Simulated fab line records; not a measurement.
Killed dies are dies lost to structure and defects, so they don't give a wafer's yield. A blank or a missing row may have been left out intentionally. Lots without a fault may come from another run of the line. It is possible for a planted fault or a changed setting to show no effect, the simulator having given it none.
Lot-split experiment	flow rit_cmos	23 wafers read from 5 lots, route of 202 steps

== ON THE SPLIT ==
At RIT_SDANNEAL_RTA_03 (time 5 s), the setting time_s was moved away from the recipe's 5 s on 6 of the 23 wafers read, by +5.8% to +5.8%. The other wafers ran this setting at the recipe's value.

The file shows no step between the split and the reading.

== THE READING ==
PSD_RS (ohm/sq), read at RIT_SDANNEAL_RS_MEAS_04 with a four-point probe. On this fab line, fault-free wafers typically give 116.03 ohm/sq with a standard deviation of 0.27 ohm/sq.

wafer	tool, chamber at the split	time_s as run, s	against the recipe	PSD_RS, ohm/sq	against lot-mates on the recipe
L074.1	rtp_anneal-01, 0	5	recipe	115.64	-
L074.3	rtp_anneal-01, 0	5	recipe	115.91	-
L074.5	rtp_anneal-01, 0	5	recipe	115.66	-
L079.1	rtp_anneal-02, 0	5.288	+5.8%	115.08	-1.30
L079.2	rtp_anneal-02, 0	5.288	+5.8%	115.56	-0.81
L079.3	rtp_anneal-02, 0	5	recipe	116.50	-
L079.5	rtp_anneal-02, 0	5	recipe	116.25	-
L079.6	rtp_anneal-02, 0	5.288	+5.8%	115.31	-1.06
L080.2	rtp_anneal-01, 0	5.292	+5.8%	115.96	-0.72
L080.3	rtp_anneal-01, 0	5.292	+5.8%	115.19	-1.49
L080.4	rtp_anneal-01, 0	5.292	+5.8%	114.75	-1.93
L080.5	rtp_anneal-01, 0	5	recipe	116.54	-
L080.6	rtp_anneal-01, 0	5	recipe	116.82	-
L082.2	rtp_anneal-01, 0	5	recipe	115.64	-
L082.3	rtp_anneal-01, 0	5	recipe	115.76	-
L082.4	rtp_anneal-01, 0	5	recipe	115.61	-
L082.5	rtp_anneal-01, 0	5	recipe	115.81	-
L082.6	rtp_anneal-01, 0	5	recipe	115.78	-
L085.1	rtp_anneal-02, 0	5	recipe	116.87	-
L085.2	rtp_anneal-02, 0	5	recipe	116.43	-
L085.4	rtp_anneal-02, 0	5	recipe	116.29	-
L085.5	rtp_anneal-02, 0	5	recipe	116.68	-
L085.6	rtp_anneal-02, 0	5	recipe	116.68	-

THE FIT
A straight line over all 23 wafers: PSD_RS changes by -0.148 ohm/sq for each +1% of time_s; r = -0.66; the points scatter about the line by 0.45 ohm/sq.
The same after taking each lot's own level away (the mean of its wafers on the recipe; 23 wafers): -0.21 ohm/sq for each +1%; r = -0.91; scatter 0.25 ohm/sq.
The reading moves by 1.2 ohm/sq for the largest change in time_s, on that fit.
The lots' own levels span 115.720 to 116.680 ohm/sq, that is 3.6 times the standard deviation above.
So the lot-to-lot level blurs the effect unless lot-mates are compared.
Check: for one of the wafers moved furthest among these (+5.8%), held out of the fit, the line's prediction against its lot-mates is -1.33 ohm/sq. Against them it came out at -0.72 ohm/sq.

== THESE WAFERS: OTHER SPLITS ==
Other splits were also applied to these wafers ahead of the reading. Each is held against what the fit with the lots' levels taken away leaves over:
other split on the same wafers	wafers away from the commonest value	r with PSD_RS (lot level and that fit taken away)
RIT_ACTIVE_OXIDATION_01 ox_time_s	10	+0.02
RIT_ACTIVE_EXPOSE_08 dose_mj	9	-0.32
RIT_NWELL_IMPLANT_08 energy_kev	10	-0.03
RIT_PRETRO_COAT_01 resist_thk_nm	10	+0.08
RIT_GATE_OXIDATION_05 temp_c	15	-0.20
RIT_GATE_DEVELOP_15 develop_time_s	7	-0.47
RIT_SPACER_CVD_03 time_s	15	+0.20
RIT_NSD_HARDBAKE_07 temp_c	7	+0.02
RIT_PSD_COAT_01 spin_rpm	7	-0.22

== THE FILE'S OWN FIT ==
PSD_RS changes by -0.21 ohm/sq for each +1% of time_s, r = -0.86.
